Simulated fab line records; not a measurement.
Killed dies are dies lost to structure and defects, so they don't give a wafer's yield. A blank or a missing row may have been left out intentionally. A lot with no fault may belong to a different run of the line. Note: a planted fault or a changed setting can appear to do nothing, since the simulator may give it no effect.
Which of the tools did it? || flow berkeley_cmos170 || 7 lots, 21 wafers sampled, at 2 steps of a route of 331

## WHAT THE GAUGES READ, wafer by wafer
UCB170_ACTIVE_CD_MEAS_13 targets a cd of 1200 nm.
{"lot": "L584", "measured": "day 4 10:44", "on": "cd_sem-01", "cd_nm (nm)": "1199.7 1200.5 1200.3"}
{"lot": "L587", "measured": "day 5 07:41", "on": "cd_sem-01", "cd_nm (nm)": "1199.9 1198.2 1199.5"}
{"lot": "L590", "measured": "day 5 22:23", "on": "cd_sem-01", "cd_nm (nm)": "1201.3 1198.5 1200.8"}
{"lot": "L591", "measured": "day 6 04:42", "on": "cd_sem-01", "cd_nm (nm)": "1201.7 1200.7 1201.0"}
{"lot": "L595", "measured": "day 7 00:53", "on": "cd_sem-02", "cd_nm (nm)": "1199.7 1199.0 1199.6"}
{"lot": "L599", "measured": "day 7 23:50", "on": "cd_sem-01", "cd_nm (nm)": "1202.8 1203.1 1203.1"}
{"lot": "L603", "measured": "day 8 13:22", "on": "cd_sem-01", "cd_nm (nm)": "1199.9 1200.7 1200.0"}

## WHICH TOOL RAN EACH LOT (tool, then ch and the chambers of the sampled wafers, then the start)
{"lot": "L584", "UCB170_PWELL_STRIP_16": "plasma_asher-01 ch 1, day 3 06:01"}
{"lot": "L587", "UCB170_PWELL_STRIP_16": "plasma_asher-01 ch 1, day 4 03:20"}
{"lot": "L590", "UCB170_PWELL_STRIP_16": "plasma_asher-04 ch 0,1, day 4 21:49"}
{"lot": "L591", "UCB170_PWELL_STRIP_16": "plasma_asher-03 ch 0,1, day 5 04:36"}
{"lot": "L595", "UCB170_PWELL_STRIP_16": "plasma_asher-01 ch 0, day 5 19:37"}
{"lot": "L599", "UCB170_PWELL_STRIP_16": "plasma_asher-03 ch 0,1, day 6 15:55"}
{"lot": "L603", "UCB170_PWELL_STRIP_16": "plasma_asher-04 ch 0,1, day 7 06:58"}
- UCB170_PWELL_STRIP_16: strips in O2.

## THE ANSWER, worked out from the rows above alone
Rule: what is usual is taken from the lots themselves. The widest of any qualifying gaps counts: lots, ordered by their means at a reading, are off when they make up no more than a third of the lots, leave a main group of 4 or more, and stand apart from it by 3 or more times the standard deviation of that group's means. The tables above print the reading to a certain number of digits; a main group whose means all agree to those digits is not used. A lot without any number at a reading at which 4 lots or more have one is off too. The other lots that the step has rows for count as sound.
No lot is off at any reading shown: from this, nothing can be told.

## WHAT WAS PUT IN BY THE SIMULATOR
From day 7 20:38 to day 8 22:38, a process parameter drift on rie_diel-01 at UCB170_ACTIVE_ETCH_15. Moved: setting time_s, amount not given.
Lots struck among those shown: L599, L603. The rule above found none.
